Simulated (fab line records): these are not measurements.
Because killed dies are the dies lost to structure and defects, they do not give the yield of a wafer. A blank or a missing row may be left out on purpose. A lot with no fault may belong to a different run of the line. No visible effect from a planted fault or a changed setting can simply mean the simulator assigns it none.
Which tool did it? | flow rit cmos | 15 lots with 45 wafers sampled at 4 steps, on a route of 202 steps

## WHAT THE GAUGES SHOWED, per wafer
RIT_M1_OVL_MEAS_10. Usual: M1_OVL typically reads -0.2 nm, with standard deviation 1.1.
lot  | measured    | on         | M1_OVL (nm)    | flag
L917 | day 3 17:51 | overlay-02 | -0.2 -2.0 0.2  |
L919 | day 4 03:25 | overlay-01 | -2.2 -0.3 -0.7 |
L920 | day 4 07:08 | overlay-01 | 2.0 0.4 0.5    |
L921 | day 4 17:34 | overlay-02 | -1.4 -0.2 0.9  |
L922 | day 4 15:47 | overlay-02 | -1.2 -0.6 0.0  |
L923 | day 4 21:16 | overlay-02 | -2.0 -1.4 -1.2 |
L924 | day 5 00:10 | overlay-02 | 0.3 2.0 1.3    |
L928 | day 5 22:45 | overlay-02 | -1.1 -0.8 -2.2 |
L935 | day 7 08:47 | overlay-01 | 1.5 0.0 0.2    |
L937 | day 7 17:10 | overlay-01 | -2.5 -0.6 -1.5 |
L938 | day 8 02:05 | overlay-02 | 1.3 -0.6 0.3   |
L939 | day 8 03:26 | overlay-01 | 0.6 0.7 0.6    |

## WHAT TOOL EACH LOT RAN ON (gives the tool, then ch and the chambers of the sampled wafers, and finally the start)
lot  | RIT_NRETRO_STRIP_09                 | RIT_PLDD_STRIP_09                   | RIT_SILICIDE_WET_ETCH_05
L917 | plasma asher-03 ch 0,1, day 2 11:38 | plasma asher-01 ch 0, day 3 04:20   | wet bench-04 ch 1, day 3 13:40
L919 | plasma asher-04 ch 0,1, day 3 01:11 | plasma asher-03 ch 0,1, day 3 16:01 | wet bench-03 ch 0, day 3 23:08
L920 | plasma asher-01 ch 0,1, day 3 06:12 | plasma asher-04 ch 0,1, day 3 20:01 | wet bench-04 ch 1, day 4 03:07
L921 | plasma asher-03 ch 0,1, day 3 12:28 | plasma asher-03 ch 0,1, day 4 05:40 | wet bench-02 ch 1, day 4 13:26
L922 | plasma asher-04 ch 0,1, day 3 12:43 | plasma asher-03 ch 0,1, day 4 03:41 | wet bench-04 ch 2, day 4 11:40
L923 | plasma asher-01 ch 0,1, day 3 17:53 | plasma asher-03 ch 0,1, day 4 09:29 | wet bench-04 ch 0, day 4 16:59
L924 | plasma asher-01 ch 0,1, day 3 22:05 | plasma asher-04 ch 0,1, day 4 12:01 | wet bench-04 ch 1, day 4 20:02
L925 | plasma asher-01 ch 0,1, day 4 02:22 | plasma asher-01 ch 0,1, day 4 16:05 | wet bench-04 ch 1, day 4 23:27
L926 | plasma asher-03 ch 0,1, day 4 07:52 | plasma asher-01 ch 0,1, day 4 21:51 | wet bench-02 ch 2, day 5 05:20
L927 | plasma asher-04 ch 0,1, day 4 18:41 | plasma asher-03 ch 0,1, day 5 08:08 | wet bench-02 ch 3, day 5 15:33
L928 | plasma asher-03 ch 0,1, day 4 20:07 | plasma asher-04 ch 0,1, day 5 10:48 | wet bench-04 ch 2, day 5 18:31
L935 | plasma asher-04 ch 0,1, day 6 05:48 | plasma asher-01 ch 0,1, day 6 19:04 | wet bench-02 ch 3, day 7 04:51
L937 | plasma asher-03 ch 1, day 6 16:37   | plasma asher-04 ch 0,1, day 7 05:37 | wet bench-04 ch 2, day 7 13:07
L938 | plasma asher-04 ch 0,1, day 7 01:09 | plasma asher-03 ch 0,1, day 7 14:41 | wet bench-02 ch 3, day 7 22:08
L939 | plasma asher-01 ch 0,1, day 7 02:35 | plasma asher-04 ch 0,1, day 7 15:25 | wet bench-02 ch 3, day 7 23:16
- RIT_NRETRO_STRIP_09: strips in O2, time 180 s.
- RIT_PLDD_STRIP_09: strips in O2, time 180 s.
- RIT_SILICIDE_WET_ETCH_05: etches Ti in SPM, time 120 s.

## WHAT THE TOOLS THEMSELVES READ (means of the sampled wafers that have a number; where no wafer has one, the mark that the record gives instead)
RIT_NRETRO_STRIP_09. Usual: 5.9 A for drypump motor current A, sd 0.55.
lot  | tool            | drypump motor current A (A) | flag
L917 | plasma asher-03 | 6.2                         |
L919 | plasma asher-04 | 5.6                         |
L920 | plasma asher-01 | 6.1                         |
L921 | plasma asher-03 | 6.2                         |
L922 | plasma asher-04 | 5.8                         |
L923 | plasma asher-01 | 6.1                         |
L924 | plasma asher-01 | 6.1                         |
L925 | plasma asher-01 | 5.6                         |
L926 | plasma asher-03 | 6.1                         |
L927 | plasma asher-04 | 5.6                         |
L928 | plasma asher-03 | 5.9                         |
L935 | plasma asher-04 | 5.6                         |
L937 | plasma asher-03 | 5.6                         |
L938 | plasma asher-04 | 5.9                         |
L939 | plasma asher-01 | 6.1                         |

RIT_PLDD_STRIP_09. Usual: 5.9 A for drypump motor current A, sd 0.57.
lot  | tool            | drypump motor current A (A) | flag
L917 | plasma asher-01 | 6.6                         |
L919 | plasma asher-03 | 6.2                         |
L920 | plasma asher-04 | 5.8                         |
L921 | plasma asher-03 | 5.9                         |
L922 | plasma asher-03 | 6.1                         |
L923 | plasma asher-03 | 6.2                         |
L924 | plasma asher-04 | 5.6                         |
L925 | plasma asher-01 | 5.6                         |
L926 | plasma asher-01 | 6.1                         |
L927 | plasma asher-03 | 5.9                         |
L928 | plasma asher-04 | 5.8                         |
L935 | plasma asher-01 | 5.6                         |
L937 | plasma asher-04 | 5.8                         |
L938 | plasma asher-03 | 6.2                         |
L939 | plasma asher-04 | 5.8                         |

RIT_SILICIDE_WET_ETCH_05. Usual: bath guard temp C 89.7 C, standard deviation 0.35; bath heat duty pct 13.4 %, standard deviation 1.5.
lot  | tool         | bath guard temp C (C) | bath heat duty pct (%) | flag
L917 | wet bench-04 | 89.9                  | 16.0                   |
L919 | wet bench-03 | 89.4                  | 11.4                   |
L920 | wet bench-04 | 90.1                  | 15.5                   |
L921 | wet bench-02 | 90.3                  | 14.0                   |
L922 | wet bench-04 | 89.3                  | 14.3                   |
L923 | wet bench-04 | 89.5                  | 13.1                   |
L924 | wet bench-04 | 89.8                  | 14.6                   |
L925 | wet bench-04 | -                     | -                      | OFF
L926 | wet bench-02 | -                     | -                      | OFF
L927 | wet bench-02 | -                     | -                      | OFF
L928 | wet bench-04 | 89.3                  | 14.7                   |
L935 | wet bench-02 | 89.3                  | 11.6                   |
L937 | wet bench-04 | 89.2                  | 15.1                   |
L938 | wet bench-02 | 89.2                  | 11.8                   |
L939 | wet bench-02 | 89.6                  | 11.8                   |

## THE ANSWER, worked out from the rows above alone
Rule: take the mean of a lot's wafers that have a number; if it is more than 3 standard deviations from the usual mean, the lot is off. A lot without any number at a reading at which 4 lots or more have one is off too. The other lots that the step has rows for count as sound. The gauges are gone through in route order, then the tools' own readings, and for those a lot's mean is taken as printed above. At the first step where some lot is off, the reading lying furthest off is the one used; lots without a number count as furthest.
Off: L925, L926, L927, at RIT_SILICIDE_WET_ETCH_05 (bath guard temp C). Without a number there: L925, L926, L927.
A tool fits if, at that step or a process step before it, it ran every lot that is off, and no sound lot after the first of them. Not one of the candidates tried fits.

## WHAT THE SIMULATOR HAD PUT IN
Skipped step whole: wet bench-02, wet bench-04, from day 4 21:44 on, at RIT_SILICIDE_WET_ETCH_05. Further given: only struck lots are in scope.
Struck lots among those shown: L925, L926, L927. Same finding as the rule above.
